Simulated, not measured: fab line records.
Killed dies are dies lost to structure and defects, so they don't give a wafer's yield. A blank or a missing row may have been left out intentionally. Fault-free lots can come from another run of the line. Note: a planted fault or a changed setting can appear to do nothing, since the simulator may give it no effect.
A lot that was struck, set against a sound lot    flow rit-cmos    17 steps out of a route of 202
Sound: wafers L636.1, L636.3, L636.4. Wafers L644.1, L644.3, L644.6 were the ones struck. The cause is given at the end.
Each step with rows lists, per side, the tool, then ch with its chambers, then its first start. Under that, the readings that differ: sound wafers    struck wafers    difference of the means    sigmas: that difference in standard deviations of wafers without a fault.
alike: readings with means less than 2 such deviations apart, plus words and numbers identical on both sides. not compared: withheld readings, readings lacking a value on some wafer, bounds such as >300 that could conceal the same value, and numbers that have no deviation in the record and whose values overlap.
The two part at a step that has a row with sigmas, a row that says differs or no value, or rows on one side only. When numbers do not overlap yet have no deviation, they are printed without sigmas and do not part them. A reading that every wafer of one side lacks parts them only if that side has two wafers or more.

RIT_PWELL_TW_MEAS_10:
  sound: film-metro-04 at day 3 00:54; struck: film-metro-02 at day 4 21:14
  alike: PWELL_TW
then, 1 step without rows for these wafers: RIT_WELLDRIVE_ANNEAL_00 (time 14700 s).
RIT_WELLDRIVE_RS_MEAS_01: the measuring method here is four-point-probe.
  sound: film-metro-04 at day 3 06:02; struck: film-metro-03 at day 5 02:23
  alike: NWELL_RS
RIT_WELLDRIVE_RS_MEAS_02: the measuring method here is four-point-probe.
  sound: film-metro-04 at day 3 06:10; struck: film-metro-03 at day 5 02:31
  alike: PWELL_RS
then, 6 steps without rows for these wafers: RIT_NRETRO_HMDS_00 (prime time 60 s); RIT_NRETRO_COAT_01 (resist thk 1300 nm); RIT_NRETRO_SOFTBAKE_02 (time 60 s); RIT_NRETRO_EXPOSE_03 (exposes mask M4, target cd 43900 nm); RIT_NRETRO_PEB_04; RIT_NRETRO_DEVELOP_05 (develop time 68 s).
RIT_NRETRO_OVL_MEAS_06:
  sound: overlay-02 at day 3 07:10; struck: overlay-01 at day 5 03:38
  alike: NRETRO_OVL
then, 1 step without rows for these wafers: RIT_NRETRO_HARDBAKE_07 (time 120 s).
RIT_NRETRO_IMPLANT_08:
  sound on implanter-02 ch 0, day 3 07:27; struck on implanter-02 ch 0, day 5 03:55
reading                    sound                 struck                difference  sigmas
beam-energy-keV            70.000 70.009 70.001  79.074 79.057 79.055  +9.059      +99 or more
model.implant.rp-nm (nm)   84.32 84.32 84.32     96.75 96.75 96.75     +12.43      
model.implant.drp-nm (nm)  33.94 33.94 33.94     37.58 37.58 37.58     +3.64       
  alike: beam-on-s, faraday-current-uA
RIT_NRETRO_STRIP_09: strips in O2, time 180 s.
  sound on plasma-asher-02 ch 0,1, day 3 07:36; struck on plasma-asher-02 ch 1, day 5 04:13
  alike: drypump-motor-current-A
  not compared: rf-hours-counter-h
RIT_NRETRO_TW_MEAS_10:
  sound: film-metro-04 at day 3 07:47; struck: film-metro-01 at day 5 04:23
reading    sound           struck          difference  sigmas
NRETRO_TW  1027 1026 1025  1098 1097 1097  +71         +5
then, 1 step without rows for these wafers: RIT_PRETRO_HMDS_00 (prime time 60 s).
RIT_M1_PROBE_99:
  sound: prober-01 at day 4 14:02; struck: prober-01 at day 6 06:59
reading                              sound                    struck                 difference  sigmas
killed_at_M0_to_M3                   0 0 2                    0 0 0                  -1          -3
model.etest.cap-p-gate.c-min-ff-um2  2.316 2.347 2.336        2.267 2.292 2.276      -0.055      
model.etest.pmos_0p3.vt-v (V)        -0.4947 -0.4858 -0.4927  -0.5048 -0.497 -0.497  -0.0085     
  alike: killed-at-contacts, killed-at-front-end, killed-dies, killed-open, killed-short
  not compared: model.etest.pmos_0p15.vt-long-v, model.etest.pmos-narrow.vt-v, model.etest.pmos_0p3.vt-sat-v

WHERE THEY PART
At RIT_NRETRO_IMPLANT_08 first; at RIT_M1_PROBE_99 last (within this record only).

WHY: what had been put in by the simulator
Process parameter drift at RIT_NRETRO_IMPLANT_08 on implanter-02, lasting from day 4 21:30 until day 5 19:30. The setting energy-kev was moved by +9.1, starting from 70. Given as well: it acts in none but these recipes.
